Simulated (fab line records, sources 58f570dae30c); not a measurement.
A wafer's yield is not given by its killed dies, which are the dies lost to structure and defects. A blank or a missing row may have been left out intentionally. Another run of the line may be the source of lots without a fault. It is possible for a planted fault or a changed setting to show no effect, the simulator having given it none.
What tool caused it? -- flow berkeleyCmos170 -- Sampling: 7 lots, 21 wafers, 2 of 331 route steps

## WHAT THE GAUGES READ, wafer by wafer
UCB170_V1_CD_MEAS_12: target cd 700 nm.
lot,measured,on,cdNm (nm)
L485,day 8 17:40,cdSem-01,699.9 699.9 700.1
L486,day 9 00:14,cdSem-01,701.3 700.0 700.8
L489,day 9 23:58,cdSem-01,701.3 703.1 701.0
L488,day 10 00:15,cdSem-01,698.6 698.6 700.0
L497,day 11 12:31,cdSem-02,700.1 700.1 700.1
L504,day 12 12:39,cdSem-02,700.2 700.8 699.6
L505,day 12 17:58,cdSem-01,700.0 698.6 698.7

## WHAT TOOL EACH LOT RAN ON (gives the tool, then ch and the chambers of the sampled wafers, and finally the start)
lot,UCB170_CONTACT_CLEAN_00
L485,"wetBench-01 ch 0, day 8 06:41"
L486,"wetBench-02 ch 2, day 8 12:23"
L489,"wetBench-02 ch 0, day 9 09:11"
L488,"wetBench-01 ch 1, day 9 09:41"
L497,"wetBench-02 ch 1, day 10 21:52"
L504,"wetBench-01 ch 1, day 12 01:53"
L505,"wetBench-01 ch 2, day 12 02:26"
- UCB170_CONTACT_CLEAN_00: cleans in SPM, time 600 s.

## THE ANSWER, worked out from the rows above alone
Rule: what is usual is taken from the lots themselves. Put in order of their means at a reading, lots are off if they are a third of the lots or fewer, leave a main group of 4 or more, and stand apart from it by a gap of 3 or more times the standard deviation of the main group's means; of several such gaps the widest counts. Not used: any main group whose means are identical at the precision the tables above print for the reading. A lot without any number at a reading at which 4 lots or more have one is off too. Any other lot the step has rows for is counted as sound.
Nothing can be told from this: no lot is off at any reading shown.

## WHAT THE SIMULATOR PUT IN
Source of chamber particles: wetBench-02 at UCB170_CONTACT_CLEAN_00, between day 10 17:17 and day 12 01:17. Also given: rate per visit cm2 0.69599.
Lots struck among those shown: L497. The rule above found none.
